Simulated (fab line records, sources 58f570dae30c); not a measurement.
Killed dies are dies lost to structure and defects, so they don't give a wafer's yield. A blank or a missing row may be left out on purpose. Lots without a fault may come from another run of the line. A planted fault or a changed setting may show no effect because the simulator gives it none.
Which tool did it? | flow berkeley_cmos170 | 6 lots, 18 wafers sampled, at 1 step of a route of 331

WHAT THE GAUGES READ, wafer by wafer
UCB170_M2_CD_MEAS_90: target cd 700 nm.
lot  | measured     | on        | cd_nm (nm)
L554 | day 7 15:40  | cd_sem-02 | 703 700 702
L557 | day 8 15:58  | cd_sem-01 | 702 697 701
L558 | day 9 00:50  | cd_sem-02 | 705 702 704
L565 | day 9 21:25  | cd_sem-01 | 701 703 701
L568 | day 10 16:28 | cd_sem-02 | 700 699 699
L575 | day 11 22:56 | cd_sem-02 | 694 706 699

WHICH TOOL RAN EACH LOT (tool, then ch and the chambers of the sampled wafers, then the start)
The record holds no process step before these readings.

THE ANSWER, worked out from the rows above alone
Rule: what is usual is taken from the lots themselves. Put in order of their means at a reading, lots are off if they are a third of the lots or fewer, leave a main group of 4 or more, and stand apart from it by a gap of 3 or more times the standard deviation of the main group's means; of several such gaps the widest counts. A main group whose means are all the same, to the digits that the tables above print for the reading, isn't used. A lot without any number at a reading at which 4 lots or more have one is off too. The other lots that the step has rows for count as sound.
No lot is off at any reading shown: from this, nothing can be told.

WHAT THE SIMULATOR HAD PUT IN
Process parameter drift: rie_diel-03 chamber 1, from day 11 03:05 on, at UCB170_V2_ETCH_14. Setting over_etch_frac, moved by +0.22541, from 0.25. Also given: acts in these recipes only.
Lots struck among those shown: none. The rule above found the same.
